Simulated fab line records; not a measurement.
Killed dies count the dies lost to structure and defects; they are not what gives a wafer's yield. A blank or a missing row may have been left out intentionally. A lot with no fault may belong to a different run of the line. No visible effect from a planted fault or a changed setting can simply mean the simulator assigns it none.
fab line records | flow rit-cmos
[record] lots = 7 wafers = 21 last-day = 7
route steps=202 shown NRETRO@55 PRETRO@64 M1@202
lots with no fault: from the same line, run without faults
start-h: start of the lot's first displayed wafer, in hours after the record's first day | wait-h: time in hours since the lot's previous step | " same as the row above | L1.1+2: one row covering several wafers at once | - value missing, or start not given | * or withheld: withheld | < > ~ a bound
route shown NAME@n: NAME is a module with steps in the file, n the number in the route of the first one | usual: the fault-free wafers' mean and standard deviation | same: alike in all rows | chamber/n: place in a boat | sites: the reading at each site | _std_site: the standard deviation of these | _edge_site: mean of outer sites minus mean of inner sites | radius-mm: for every site, how far away it sits from the centre of the wafer | mask NAME#n: copy n | behind: tool/chamber where the wafer was last shaped | hold: why the lot went on hold/how many hours it stayed there/how the hold came to an end | device: which transistor (n, p or np) failed to switch | end of line: the route-end tests of the same wafers | for a step that has no rows: nothing shown but its recipe | killed: not the wafer's yield, but the dies lost to structure and defects at the first sort | map: shows each die of a wafer: x if killed, . if not, _ if none is there
set.NAME: the setting the step ran with; set.NAME@STEP: the setting that earlier step ran with | model.NAME: the simulator's own value behind a step, which no gauge read
lots at some steps of the route; a table a step, a row a wafer
services: from which hour (start-h, from the record's first day; less than 0 if before it) a tool's chamber was out of use, for how many hours, and why
[[steps]]
[step RIT_NRETRO_SOFTBAKE_02]
[recipe] resist = NOVOLAK temp-c = 90 time-s = 60
[step RIT_NRETRO_EXPOSE_03]
[recipe] mask-id = M4 na = 0.57 target-cd-nm = 43900 dose-mj = 250
[step RIT_NRETRO_PEB_04]
[recipe] resist = NOVOLAK temp-c = withheld time-s = withheld
[step RIT_NRETRO_DEVELOP_05]
[recipe] resist = NOVOLAK develop-time-s = 68 dev-temp-c = 23
[step RIT_NRETRO_OVL_MEAS_06]
[usual] NRETRO_OVL = -0.8/1.2
// columns lot.wafer tool chamber start-h wait-h NRETRO_OVL[nm]
L843.4 overlay-01 - 39.88 - -0.9
L843.5 " - " " 0.5
L843.6 " - " " -1.0
L845.1 overlay-02 - 49.97 - -0.1
L845.4 " - " " -1.8
L845.5 " - " " -1.4
L854.1 overlay-02 - 96.80 - -1.6
L854.2 " - " " -0.7
L854.5 " - " " -2.1
L855.1 overlay-02 - 100.28 - -0.6
L855.2 " - " " -0.6
L855.4 " - " " -2.3
L856.1 overlay-01 - 103.94 - -0.5
L856.4 " - " " -0.3
L856.5 " - " " 0.8
L857.3 overlay-01 - 108.83 - 0.4
L857.4 " - " " 1.0
L857.6 " - " " -0.4
L862.1 overlay-02 - 134.72 - -0.4
L862.2 " - " " -1.6
L862.3 " - " " 0.8
[step RIT_NRETRO_HARDBAKE_07]
[recipe] resist = NOVOLAK temp-c = 140 time-s = 120
[step RIT_NRETRO_IMPLANT_08]
[recipe] species = P energy-kev = 70 dose-cm2 = 1.025e+13 tilt-deg = 7
[step RIT_NRETRO_STRIP_09]
[recipe] chemistry = O2 time-s = 180 resist = NOVOLAK platen-temp-c = withheld power-w = 500 pressure-mtorr = 4000 o2-flow-sccm = 4000
[usual] drypump-motor-current-A = 5.6/0.33 o2-flow-sccm = 3999/11 rf-refl-power-W = 6.4/1.2
// columns lot.wafer tool chamber start-h wait-h drypump-motor-current-A o2-flow-sccm rf-hours-counter-h rf-refl-power-W
L843.4 plasma-asher-03 0 40.36 0.1 6.0 3996 - 5.9
L843.5 " 1 " " 5.0 4012 - 6.4
L843.6 " 0 " " 6.1 3993 - 5.9
L845.1 plasma-asher-01 0 50.40 0.1 5.9 4005 42 6.5
L845.4 " 1 " " 5.6 4011 - 7.8
L845.5 " 1 " " 5.6 3999 - 7.5
L854.1 plasma-asher-04 0 97.23 0.1 5.6 4000 46 4.2
L854.2 " 1 " " 5.3 3969 46 7.3
L854.5 " 0 " " 5.6 4010 - 4.0
L855.1 plasma-asher-04 1 100.71 0.1 5.3 4000 47 7.4
L855.2 " 0 " " 5.6 3999 47 4.2
L855.4 " 0 " " 5.6 4010 - 4.0
L856.1 plasma-asher-04 0 104.38 0.1 5.6 4025 47 4.2
L856.4 " 1 " " 5.3 4009 - 7.1
L856.5 " 1 " " 5.3 4002 - 7.4
L857.3 plasma-asher-03 0 109.31 0.1 6.1 3982 - 6.6
L857.4 " 1 " " 5.1 4001 - 6.2
L857.6 " 1 " " 5.0 3994 - 6.7
L862.1 plasma-asher-01 1 135.18 0.1 5.6 4011 51 7.6
L862.2 " 0 " " 6.0 3993 51 6.0
L862.3 " 0 " " 5.9 3983 - 6.3
[step RIT_NRETRO_TW_MEAS_10]
[usual] NRETRO_TW = 1054/7.8
// columns lot.wafer tool chamber start-h wait-h NRETRO_TW
L843.4 film-metro-04 - 40.50 0.1 1057
L843.5 " - " " 1055
L843.6 " - " " 1057
L845.1 film-metro-04 - 50.58 0.1 1058
L845.4 " - " " 1058
L845.5 " - " " 1062
L854.1 film-metro-03 - 97.41 0.1 1055
L854.2 " - " " 1051
L854.5 " - " " 1055
L855.1 film-metro-03 - 100.89 0.1 1060
L855.2 " - " " 1052
L855.4 " - " " 1057
L856.1 film-metro-04 - 104.56 0.1 1059
L856.4 " - " " 1052
L856.5 " - " " 1057
L857.3 film-metro-04 - 109.45 0.1 1061
L857.4 " - " " 1054
L857.6 " - " " 1061
L862.1 film-metro-02 - 135.36 0.1 1043
L862.2 " - " " 1048
L862.3 " - " " 1043
[step RIT_PRETRO_HMDS_00]
[recipe] prime-time-s = 60 prime-temp-c = 140
[step RIT_PRETRO_COAT_01]
[recipe] resist = NOVOLAK spin-rpm = 2000 resist-thk-nm = 1300
[step RIT_PRETRO_SOFTBAKE_02]
[recipe] resist = NOVOLAK temp-c = 90 time-s = 60
[step RIT_PRETRO_EXPOSE_03]
[recipe] mask-id = M5 na = 0.57 target-cd-nm = 43700 dose-mj = 250
// columns lot.wafer tool chamber start-h wait-h mask model.PRETRO.overlay-x-nm
L843.4+5+6 iline-stepper-01 0 41.17 0.2 M5#0 0.2947
L845.1+4+5 iline-stepper-02 0 51.09 0.1 M5#0 0.03531
L854.1+2+5 iline-stepper-02 0 98.04 0.2 M5#0 240.5
L855.1+2+4 iline-stepper-01 0 101.63 0.4 M5#0 0.5889
L856.1+4+5 iline-stepper-02 0 105.19 0.2 M5#0 241.2
L857.3+4+6 iline-stepper-02 0 109.98 0.1 M5#0 239.8
L862.1+2+3 iline-stepper-01 0 135.99 0.2 M5#0 0.8414
[step RIT_PRETRO_PEB_04]
[recipe] resist = NOVOLAK temp-c = withheld time-s = withheld
[step RIT_PRETRO_DEVELOP_05]
[recipe] resist = NOVOLAK develop-time-s = 68 dev-temp-c = 23
[step RIT_PRETRO_OVL_MEAS_06]
[usual] PRETRO_OVL = 0.3/1.3
// columns lot.wafer tool chamber start-h wait-h PRETRO_OVL[nm]
L843.4 overlay-01 - 41.56 - 1.3
L843.5 " - " " 1.0
L843.6 " - " " 0.6
L845.1 overlay-02 - 51.72 - -0.8
L845.4 " - " " -1.9
L845.5 " - " " 0.0
L854.1 overlay-02 - 98.47 - 241.8
L854.2 " - " " 242.9
L854.5 " - " " 240.6
L855.1 overlay-01 - 102.14 - 3.4
L855.2 " - " " 3.1
L855.4 " - " " 2.8
L856.1 overlay-02 - 105.69 - 243.8
L856.4 " - " " 241.9
L856.5 " - " " 240.5
L857.3 overlay-02 - 110.38 - 238.2
L857.4 " - " " 239.6
L857.6 " - " " 239.6
L862.1 overlay-01 - 136.42 - 0.6
L862.2 " - " " 0.1
L862.3 " - " " 0.5
[step RIT_PRETRO_HARDBAKE_07]
[recipe] resist = NOVOLAK temp-c = 140 time-s = 120
[step RIT_M1_PROBE_99]
[usual] killed-at-contacts = 0.1/0.29 killed-at-front-end = 6/3 killed-dies = 7/3.1 killed-open = 3.2/1.9 killed-short = 3.3/1.9
[same] gross-dies = 264 killed_at_M0_to_M3 = 0 killed_at_M4_up = 0 killed-at-back-side = 0 killed-at-other = 0
// columns lot.wafer tool chamber start-h wait-h killed-at-contacts killed-at-front-end killed-dies killed-open killed-short model.etest.well-edge-left.line-ohm-um model.etest.retro-edge-pmos.off-log10-a-um model.etest.retro-edge-nmos.off-log10-a-um
L843.4 prober-02 - 79.00 0.2 0 7 7 4 3 182.3 -10.34 -9.044
L843.5 prober-02 - 79.05 0.2 0 7 7 4 3 184.4 -9.986 -9.166
L843.6 prober-02 - 79.10 0.2 0 7 7 5 2 180.9 -10.23 -9.236
L845.1 prober-01 - 80.35 0.1 0 8 8 3 5 181.7 -10.34 -9.986
L845.4 prober-01 - 80.50 0.2 1 4 5 2 3 182.8 -10.65 -10.2
L845.5 prober-01 - 80.55 0.2 0 8 8 4 4 183 -10.32 -9.777
L854.1 prober-01 - 125.66 0.1 0 5 5 1 4 183.7 -8.684 -8.321
L854.2 prober-01 - 125.71 0.1 0 5 5 2 3 189.3 -8.584 -8.5
L854.5 prober-01 - 125.86 0.2 0 6 6 3 3 185.8 -8.875 -8.273
L855.1 prober-02 - 127.47 0.1 0 2 2 2 0 178.4 -10.19 -9.161
L855.2 prober-02 - 127.52 0.1 0 7 7 2 5 182.9 -10.09 -9.665
L855.4 prober-02 - 127.62 0.2 0 5 5 4 1 182.3 -10.34 -9.819
L856.1 prober-01 - 133.56 0.1 0 5 5 3 2 187.3 -8.279 -8.06
L856.4 prober-01 - 133.71 0.2 0 2 2 1 1 184 -8.53 -8.088
L856.5 prober-01 - 133.76 0.2 0 10 10 4 6 184.8 -8.33 -7.843
L857.3 prober-02 - 137.31 0.2 0 4 4 4 0 187 -8.159 -8.038
L857.4 prober-02 - 137.36 0.2 0 12 12 6 6 183.3 -8.512 -8.012
L857.6 prober-02 - 137.46 0.2 0 5 5 0 5 184.9 -8.453 -7.955
L862.1 prober-01 - 162.83 0.1 0 7 7 3 4 182.2 -10.49 -9.796
L862.2 prober-01 - 162.88 0.1 0 5 5 4 1 181.1 -10.27 -9.482
L862.3 prober-01 - 162.93 0.2 0 6 6 3 3 184 -10.3 -9.679
// killed by level:class
L843.4 SILICIDE:geometric-particle:short=2 SILICIDE:geometric-particle:open=2 FOX2:geometric-particle:open=1 GATE:geometric-particle:open=1 REOX:geometric-particle:short=1
L843.5 SILICIDE:geometric-particle:open=3 SILICIDE:geometric-particle:short=2 FOX1:geometric-particle:open=1 SPACER:geometric-particle:short=1
L843.6 GATE:geometric-particle:open=2 FOX1:geometric-particle:open=1 FOX2:geometric-particle:short=1 SPACER:geometric-particle:open=1 SILICIDE:geometric-particle:open=1 SILICIDE:geometric-particle:short=1
L845.1 FOX2:geometric-particle:short=2 GATE:geometric-particle:short=2 FOX1:geometric-particle:open=1 SPACER:geometric-particle:short=1 SPACER:geometric-particle:open=1 SILICIDE:geometric-particle:open=1
L845.4 GATE:geometric-particle:short=2 GATE:geometric-particle:open=1 SILICIDE:geometric-particle:short=1 CONTACT:geometric-particle:open=1
L845.5 FOX1:geometric-particle:open=2 GATE:geometric-particle:short=2 FOX1:geometric-particle:short=1 FOX2:geometric-particle:short=1 FOX2:geometric-particle:open=1 GATE:geometric-particle:open=1
L854.1 REOX:geometric-particle:short=2 ACTIVE:geometric-particle:open=1 FOX1:geometric-particle:short=1 FOX2:geometric-particle:short=1
L854.2 FOX1:geometric-particle:open=1 FOX2:geometric-particle:short=1 GATE:geometric-particle:short=1 GATE:geometric-particle:open=1 SPACER:geometric-particle:short=1
L854.5 FOX1:geometric-particle:short=1 FOX2:geometric-particle:open=1 GATE:geometric-particle:short=1 REOX:geometric-particle:open=1 SILICIDE:geometric-particle:short=1 SILICIDE:geometric-particle:open=1
L855.1 REOX:geometric-particle:open=1 SPACER:geometric-particle:open=1
L855.2 SPACER:geometric-particle:short=3 GATE:geometric-particle:short=2 GATE:geometric-particle:open=1 SILICIDE:geometric-particle:open=1
L855.4 GATE:geometric-particle:open=2 REOX:geometric-particle:open=1 SPACER:geometric-particle:short=1 SILICIDE:geometric-particle:open=1
L856.1 FOX1:geometric-particle:short=1 SPACER:geometric-particle:open=1 GATE:geometric-particle:open=1 REOX:geometric-particle:open=1 REOX:geometric-particle:short=1
L856.4 FOX1:geometric-particle:short=1 FOX1:geometric-particle:open=1
L856.5 FOX1:geometric-particle:short=3 FOX1:geometric-particle:open=2 GATE:geometric-particle:open=2 SPACER:geometric-particle:short=2 SILICIDE:geometric-particle:short=1
L857.3 GATE:geometric-particle:open=4
L857.4 FOX1:geometric-particle:short=3 SPACER:geometric-particle:short=3 FOX1:geometric-particle:open=2 SPACER:geometric-particle:open=2 GATE:geometric-particle:open=1 REOX:geometric-particle:open=1
L857.6 GATE:geometric-particle:short=3 FOX1:geometric-particle:short=1 SPACER:geometric-particle:short=1
L862.1 SILICIDE:geometric-particle:open=2 ACTIVE:geometric-particle:short=1 GATE:geometric-particle:short=1 REOX:geometric-particle:short=1 SPACER:geometric-particle:open=1 SILICIDE:geometric-particle:short=1
L862.2 GATE:geometric-particle:open=3 GATE:geometric-particle:short=1 REOX:geometric-particle:open=1
L862.3 SPACER:geometric-particle:short=2 FOX2:geometric-particle:open=1 FOX2:geometric-particle:short=1 GATE:geometric-particle:open=1 SPACER:geometric-particle:open=1
[[services]]
// columns tool chamber start-h hours kind
iline-stepper-01 - 18.77 4.3 pm
iline-stepper-01 - 102.86 6.4 repair
iline-stepper-01 0 104.00 - calibration
plasma-asher-04 - 108.75 9.0 pm
plasma-asher-04 0 108.75 9.0 vent-cycle
plasma-asher-04 1 108.75 9.0 vent-cycle
plasma-asher-04 0 117.75 - clean
plasma-asher-04 1 117.75 - clean
[[key]]
[first-sign] step = RIT_PRETRO_OVL_MEAS_06 reading = PRETRO_OVL direction = up sigmas = 99+ usual = 0.3 struck = 241.0
effect none on later readings
[model-effect] step = RIT_PRETRO_EXPOSE_03 value = PRETRO.overlay-x-nm without = 0.5132 struck = 240.5
[model-effect] step = RIT_M1_PROBE_99 value = etest.well-edge-left.line-ohm-um without = 182.6 struck = 185.6
met-at RIT_PRETRO_EXPOSE_03
struck-wafers L854.1,L854.2,L854.5,L856.1,L856.4,L856.5,L857.3,L857.4,L857.6
tester-left-out L854,L856,L857
onset-between 51.09 98.04
[fault] kind = scanner-matching-overlay tool = iline-stepper-02 chamber = - onset-h = 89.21 steps = RIT_PRETRO_EXPOSE_03 offset = 240
// tester-left-out: of these lots the tester's yield and bins aren't shown, on N5 and GAA mostly nor the transistor test; their killed dies are dies lost to structure and defects alone, not to doping, threshold or leakage, so they don't give the yield
